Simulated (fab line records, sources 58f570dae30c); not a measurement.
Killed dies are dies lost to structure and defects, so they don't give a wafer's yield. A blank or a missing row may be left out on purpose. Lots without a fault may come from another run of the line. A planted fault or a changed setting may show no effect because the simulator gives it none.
Which tool did it? | flow berkeley_cmos170 | 14 lots, 42 wafers sampled, at 3 steps of a route of 331

WHAT THE GAUGES READ, wafer by wafer
UCB170_GATE_CD_MEAS_12: target cd 350 nm.
lot  | measured     | on        | cd_nm (nm)
L773 | day 7 11:16  | cd_sem-02 | 352.4 350.5 351.4
L774 | day 7 23:36  | cd_sem-02 | 348.4 348.8 348.1
L777 | day 8 21:44  | cd_sem-01 | 350.9 349.8 348.4
L778 | day 8 21:56  | cd_sem-01 | 351.3 351.8 352.5
L782 | day 10 10:58 | cd_sem-01 | 350.1 351.0 350.2
L786 | day 11 06:31 | cd_sem-02 | 350.6 352.0 351.3
L787 | day 11 20:32 | cd_sem-01 | 351.3 349.7 350.5
L789 | day 11 20:17 | cd_sem-01 | 351.2 349.8 350.3
L790 | day 12 11:28 | cd_sem-01 | 352.2 352.2 350.9
L791 | day 12 21:15 | cd_sem-01 | 349.7 349.8 348.9
L792 | day 12 21:23 | cd_sem-02 | 351.7 350.5 350.7
L793 | day 13 10:20 | cd_sem-02 | 351.1 349.9 349.8
L795 | day 13 16:09 | cd_sem-01 | 351.2 351.1 350.7
L796 | day 13 16:02 | cd_sem-02 | 350.8 350.5 350.7

WHICH TOOL RAN EACH LOT (tool, then ch and the chambers of the sampled wafers, then the start)
lot  | UCB170_NWELL_IMPLANT_14        | UCB170_PWELL_STRIP_16
L773 | implanter-04 ch 0, day 2 12:48 | plasma_asher-02 ch 0,1, day 3 09:46
L774 | implanter-04 ch 0, day 2 18:10 | plasma_asher-03 ch 0,1, day 3 17:17
L777 | implanter-02 ch 0, day 3 04:29 | plasma_asher-02 ch 0,1, day 4 02:22
L778 | implanter-02 ch 0, day 3 14:55 | plasma_asher-03 ch 0,1, day 4 10:38
L782 | implanter-04 ch 0, day 4 11:35 | plasma_asher-03 ch 0,1, day 5 06:48
L786 | implanter-04 ch 0, day 5 04:20 | plasma_asher-03 ch 0,1, day 6 01:21
L787 | implanter-01 ch 0, day 5 12:15 | plasma_asher-03 ch 0,1, day 6 13:40
L789 | implanter-01 ch 0, day 5 16:48 | plasma_asher-03 ch 0,1, day 6 13:56
L790 | implanter-01 ch 0, day 6 03:58 | plasma_asher-03 ch 0,1, day 7 06:53
L791 | implanter-01 ch 0, day 6 16:34 | plasma_asher-04 ch 0,1, day 7 22:29
L792 | implanter-02 ch 0, day 6 16:37 | plasma_asher-02 ch 0,1, day 7 22:44
L793 | implanter-02 ch 0, day 7 04:53 | plasma_asher-04 ch 0,1, day 8 10:46
L795 | implanter-01 ch 0, day 7 22:29 | plasma_asher-04 ch 0,1, day 8 23:41
L796 | implanter-01 ch 0, day 7 22:46 | plasma_asher-02 ch 0,1, day 8 23:56
- UCB170_NWELL_IMPLANT_14
- UCB170_PWELL_STRIP_16: strips in O2.

WHAT THE TOOLS THEMSELVES READ (means of the sampled wafers that have a number; where no wafer has one, the mark that the record gives instead)
UCB170_NWELL_IMPLANT_14.
lot  | tool         | dose_ions_cm2
L773 | implanter-04 | 9.991e+12
L774 | implanter-04 | 9.997e+12
L777 | implanter-02 | 9.994e+12
L778 | implanter-02 | 9.998e+12
L782 | implanter-04 | 1.041e+13
L786 | implanter-04 | 1.039e+13
L787 | implanter-01 | 9.980e+12
L789 | implanter-01 | 1.000e+13
L790 | implanter-01 | 9.999e+12
L791 | implanter-01 | 1.001e+13
L792 | implanter-02 | 9.997e+12
L793 | implanter-02 | 9.999e+12
L795 | implanter-01 | 1.000e+13
L796 | implanter-01 | 9.996e+12

UCB170_PWELL_STRIP_16.
lot  | tool            | drypump_motor_current_A (A) | o2_flow_sccm (sccm) | oes_product_au (a.u.) | strip_time_to_endpoint_s (s)
L773 | plasma_asher-02 | 5.7                         | 399.4               | 0.718                 | 17.97
L774 | plasma_asher-03 | 6.2                         | 400.1               | 0.719                 | 17.99
L777 | plasma_asher-02 | 5.8                         | 400.3               | 0.718                 | 18.11
L778 | plasma_asher-03 | 5.9                         | 398.2               | 0.718                 | 18.19
L782 | plasma_asher-03 | 5.9                         | 399.3               | 0.721                 | 18.11
L786 | plasma_asher-03 | 6.1                         | 399.7               | 0.719                 | 18.09
L787 | plasma_asher-03 | 5.9                         | 400.9               | 0.724                 | 18.21
L789 | plasma_asher-03 | 6.2                         | 400.8               | 0.716                 | 18.04
L790 | plasma_asher-03 | 6.1                         | 400.3               | 0.718                 | 18.13
L791 | plasma_asher-04 | 5.5                         | 399.7               | 0.720                 | 17.91
L792 | plasma_asher-02 | 5.7                         | 399.1               | 0.722                 | 18.09
L793 | plasma_asher-04 | 5.4                         | 400.5               | 0.722                 | 18.00
L795 | plasma_asher-04 | 5.5                         | 400.4               | 0.718                 | 17.92
L796 | plasma_asher-02 | 5.7                         | 401.4               | 0.721                 | 18.18

THE ANSWER, worked out from the rows above alone
Rule: what is usual is taken from the lots themselves. Put in order of their means at a reading, lots are off if they are a third of the lots or fewer, leave a main group of 4 or more, and stand apart from it by a gap of 3 or more times the standard deviation of the main group's means; of several such gaps the widest counts. A main group whose means are all the same, to the digits that the tables above print for the reading, isn't used. A lot without any number at a reading at which 4 lots or more have one is off too. The other lots that the step has rows for count as sound. The gauges are gone through in route order, then the tools' own readings, and for those a lot's mean is taken as printed above. The first step at which some lot is off is used, and at that step the reading that is off furthest; a lot without a number counts as furthest.
Off: L782, L786, at UCB170_NWELL_IMPLANT_14 (dose_ions_cm2). The main group: mean 9.997e+12, standard deviation 6.6e+09.
A tool fits if, at that step or a process step before it, it ran every lot that is off, and no sound lot after the first of them. One fits: implanter-04 at UCB170_NWELL_IMPLANT_14. Its last sound lot is L774 (day 2 18:10), its first lot that is off L782 (day 4 11:35): a fault that began between those two fits.
The tool's own readings at UCB170_NWELL_IMPLANT_14 bear it out: on the lots that are off they differ by more than 5 times the standard deviation of the sound lots' means. dose_ions_cm2 reads 1.040e+13 there against 9.997e+12 on the sound lots.

WHAT THE SIMULATOR HAD PUT IN
Process parameter drift: implanter-04, from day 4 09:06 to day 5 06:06, at UCB170_NWELL_IMPLANT_14. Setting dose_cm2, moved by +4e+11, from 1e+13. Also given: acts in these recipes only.
Lots struck among those shown: L782, L786. The rule above found the same.
